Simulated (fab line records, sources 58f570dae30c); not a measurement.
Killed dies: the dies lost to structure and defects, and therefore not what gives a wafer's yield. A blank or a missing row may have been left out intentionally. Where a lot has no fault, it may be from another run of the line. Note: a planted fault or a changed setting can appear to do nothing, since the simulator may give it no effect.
Code-filled problem report in 8D (eight disciplines) form -- flow berkeley_cmos170 -- the parts of the form that need people (team, actions taken, sign-off) are left out

## 1. WHAT IS WRONG
Wafers free of any fault read 2216 (standard deviation 17) for NLDD_TW at UCB170_NLDD_TW_MEAS_11, against a mean of 2055 on 9 wafers of 3 lots. That puts it -9.5 standard deviations away from the usual mean.
Seen first at day 9 17:55 on film_metro-02, wafer L273.2. The record has a number at this step for 45 wafers belonging to 15 lots. By rule, "out" or "out of limits" means more than 4 standard deviations away from the usual mean. The rest of the wafers with a number are treated as sound.

## 2. WHAT IT IS, AND WHAT IT ISN'T
question,is,is not
which readings at this step,NLDD_TW,-
which lots,"L273, L275, L277","L264, L265, L268, L269, L270, L271, L272, L274, L283, L285, L286, L287"
which wafers of those lots,all that have a number,-
read on which gauges,"film_metro-01, film_metro-02",film_metro-03
when,from day 9 17:55,"up to then (21 sound wafers); but 15 sound wafers of L274, L283, L285, L286, L287 came after"

## 3. SUSPECTS, AND WHAT RULES EACH OUT
Counting: a tool stays on the suspect list if, at a process step up to the reading, it processed all lots that are out and no sound lot following the first of them.
- the gauge at UCB170_NLDD_TW_MEAS_11 is ruled out. 2 gauges (film_metro-01, film_metro-02) read the wafers that are out.
- implanter-01 at UCB170_NLDD_IMPLANT_09: kept. Every lot that is out went through it, starting with L273 (day 9 17:41), and after that it ran no sound lot; the last sound lot it ran before then is L271 (day 9 08:15). On those wafers its own readings are out: dose_ions_cm2, faraday_current_uA.
Left after counting: implanter-01 at UCB170_NLDD_IMPLANT_09.

## 4. THE CAUSE (what the simulator had put in)
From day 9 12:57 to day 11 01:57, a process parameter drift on implanter-01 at UCB170_NLDD_IMPLANT_09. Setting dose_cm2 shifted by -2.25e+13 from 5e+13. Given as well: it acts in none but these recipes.
Only this tool survived the counting.

## 5. SEQUENCE OF EFFECTS, ordered by route
Rows list readings where the struck wafers' mean (over those with a number) sits beyond 3 standard deviations from the usual. Only readings for which the record gives a usual standard deviation are gone through. hours: the time from each lot's start at the first step in this table that gives one to its start at this step, as a median over the lots. sigmas: the change in usual standard deviations.
hours,step,reading,usual,on struck wafers,change,sigmas
0,UCB170_NLDD_IMPLANT_09,dose_ions_cm2,4.999e+13,2.751e+13,-2.248e+13,-99 or more
0,UCB170_NLDD_IMPLANT_09,faraday_current_uA,159,87,-72,-21
0,UCB170_NLDD_TW_MEAS_11,NLDD_TW,2216,2055,-161,-9.5
13,UCB170_SDANNEAL_RS_MEAS_05,NLDD_RS,616.4 ohm/sq,729.3,+112.9,+75
It contains these process steps:
- UCB170_NLDD_IMPLANT_09
Later measuring or inspecting steps at which every struck wafer that the step has a row for has a number for every such reading, and none has moved that far: UCB170_PSD_CD_MEAS_06.

## 6. HOW IT WOULD HAVE BEEN CAUGHT EARLIER
In this record the first reading out of limits at a measuring or inspecting step was taken at day 9 17:55, 5 hours after the fault began at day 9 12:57.
The tool's own readings at UCB170_NLDD_IMPLANT_09 were out on every struck wafer that the step has a row for (dose_ions_cm2, faraday_current_uA): an alarm limit on them would have fired on the first of those.
Lots out: 3; of these, L275, L277 started UCB170_NLDD_IMPLANT_09 on implanter-01 after day 9 17:55. A hold on the tool at that time would have spared those 2.
